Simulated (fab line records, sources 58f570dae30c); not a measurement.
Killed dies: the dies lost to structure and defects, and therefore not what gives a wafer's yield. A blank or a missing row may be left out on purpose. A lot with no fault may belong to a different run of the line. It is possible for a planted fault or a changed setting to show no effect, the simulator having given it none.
Matching of chambers	flow berkeley_cmos170	UCB170_V1_CMP_02 on cmp-01 has 4 sister chambers
The step polishes SiO2. 8 wafers are shown with their chamber, then 7 later ones without.

## WAFERS, EACH WITH ITS CHAMBER
wafer	chamber	motor_current_A (A)	slurry_filter_dp_kPa (kPa)
L117.2	1	18.1	13.61
L117.5	2	13.9	13.52
L121.6	3	16.2	13.49
L128.1	2	13.9	13.63
L128.2	0	17.3	13.76
L128.6	1	18.3	13.40
L130.1	3	15.8	13.46
L130.3	0	16.7	13.26

## WAFERS WITH NO CHAMBER GIVEN
wafer	motor_current_A (A)	slurry_filter_dp_kPa (kPa)
L130.5	13.5	13.36
L133.3	16.4	13.61
L133.4	13.4	13.57
L133.5	18.4	13.62
L134.1	13.6	13.73
L134.2	17.3	13.37
L134.3	17.1	13.46

## CHAMBER TAKEN BY EACH
wafer	from the rows above	in truth
L130.5	2	2
L133.3	can't be placed: 3 or 0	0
L133.4	2	2
L133.5	1	1
L134.1	2	2
L134.2	0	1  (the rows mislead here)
L134.3	0	0
Correct placement for 5 of the 7. From these rows, 1 cannot be placed; in 1 the true chamber is one of the candidates. Placed wrongly: 1.
How it was worked out, from the rows above alone: a wafer's distance from a chamber is the root of the sum, over the readings, of the square of ((its reading less the chamber's mean) divided by the reading's scatter). If the next closest chamber is less than 2 further off than the closest, the wafer can't be placed; otherwise it belongs to the closest. A chamber's mean is the mean of its shown wafers. How the scatter is found: for the shown wafers, subtract from each reading the mean of its chamber, square and add these, divide the total by (wafers less chambers), then take the root.
